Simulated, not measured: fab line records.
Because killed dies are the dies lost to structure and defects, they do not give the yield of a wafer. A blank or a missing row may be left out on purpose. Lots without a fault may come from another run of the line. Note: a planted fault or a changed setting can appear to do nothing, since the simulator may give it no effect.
Problem report in the 8D (eight disciplines) form, filled by code ; flow berkeley-cmos170 ; the parts of the form that need people (team, actions taken, sign-off) are left out

== 1. WHAT IS WRONG ==
Wafers free of any fault read 1994 nm (standard deviation 29) for V1_TEOS_THK at UCB170_V1_THK_MEAS_01, against a mean of 2240 nm on 2 wafers of 2 lots. Measured from the usual mean, that is +8.5 standard deviations.
Seen first at day 9 03:10 on film-metro-04, wafer L931.1. The record holds 42 wafers of 14 lots with a number at this step. The rule behind "out" and "out of limits": a value lying over 4 standard deviations away from the usual mean. The rest of the wafers with a number are treated as sound.

== 2. WHAT IT IS, AND WHAT IT ISN'T ==
question;is;is not
which readings at this step;V1_TEOS_THK;-
which lots;L931, L933;L921, L922, L923, L925, L929, L936, L937, L938, L939, L942, L943, L944
which wafers of those lots;L931.1, L933.4;L931.4, L931.5, L933.2, L933.6
read on which gauges;film-metro-03, film-metro-04;film-metro-01
when;from day 9 03:10;"up to then (17 sound wafers); but 23 sound wafers of L933, L936, L937, L938, L939, L942, L943, L944 came after"

== 3. WHAT RULES OUT EACH SUSPECT ==
Counting: a tool at a process step up to the reading stays a suspect if it ran every lot that is out. Sound lots after the first of them don't rule it out here, since some wafers of a struck lot are sound.
- the gauge at UCB170_V1_THK_MEAS_01: ruled out. 2 gauges (film-metro-03, film-metro-04) read the wafers that are out.
- pecvd-04 at UCB170_V1_CVD_00 (deposits SiO2 from TEOS/O2, target thk 2000 nm, time 250 s): kept. Ran every lot that is out, first one L931 (day 9 03:01); last sound lot up to then L929 (day 8 00:31). Its own rf-fwd-power-W readings are out on those wafers.
- pecvd-04, UCB170_V1_CVD_00: wafers that are out in chamber 0, sound lot-mates in chambers 1, 2.
The count leaves pecvd-04 at UCB170_V1_CVD_00.

== 4. THE CAUSE (what the simulator had put in) ==
pecvd-04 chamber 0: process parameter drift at UCB170_V1_CVD_00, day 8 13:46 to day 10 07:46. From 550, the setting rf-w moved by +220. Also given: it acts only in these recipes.
Counting left only this tool.

== 5. THE CHAIN OF EFFECTS, in route order ==
Each row: a reading where the mean over the struck wafers with a number is more than 3 standard deviations away from the usual. Scope: only readings with a usual standard deviation given in the record; hours: median across lots of the time from each lot's start at the first step in this table that gives one to its start at this step; sigmas: change in usual standard deviations.
hours;step;reading;usual;on struck wafers;change;sigmas
0;UCB170_V1_CVD_00;rf-fwd-power-W;548.5 W;768.5;+220.0;+99 or more
0;UCB170_V1_THK_MEAS_01;V1_TEOS_THK;1994 nm;2240;+246;+8.5
Here are the process steps it includes:
- UCB170_V1_CVD_00: deposits SiO2 from TEOS/O2, target thk 2000 nm, time 250 s.

== 6. WHAT WOULD HAVE CAUGHT IT SOONER ==
The first out-of-limits reading at a measuring or inspecting step in this record came at day 9 03:10, 13 hours after the fault's start at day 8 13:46.
The tool's own readings at UCB170_V1_CVD_00 were out on every struck wafer that the step has a row for (rf-fwd-power-W): an alarm limit on them would have fired on the first of those.
Of the lots that are out (2), L933 began UCB170_V1_CVD_00 on pecvd-04 after day 9 03:10. Putting the tool on hold at that point would have spared it.
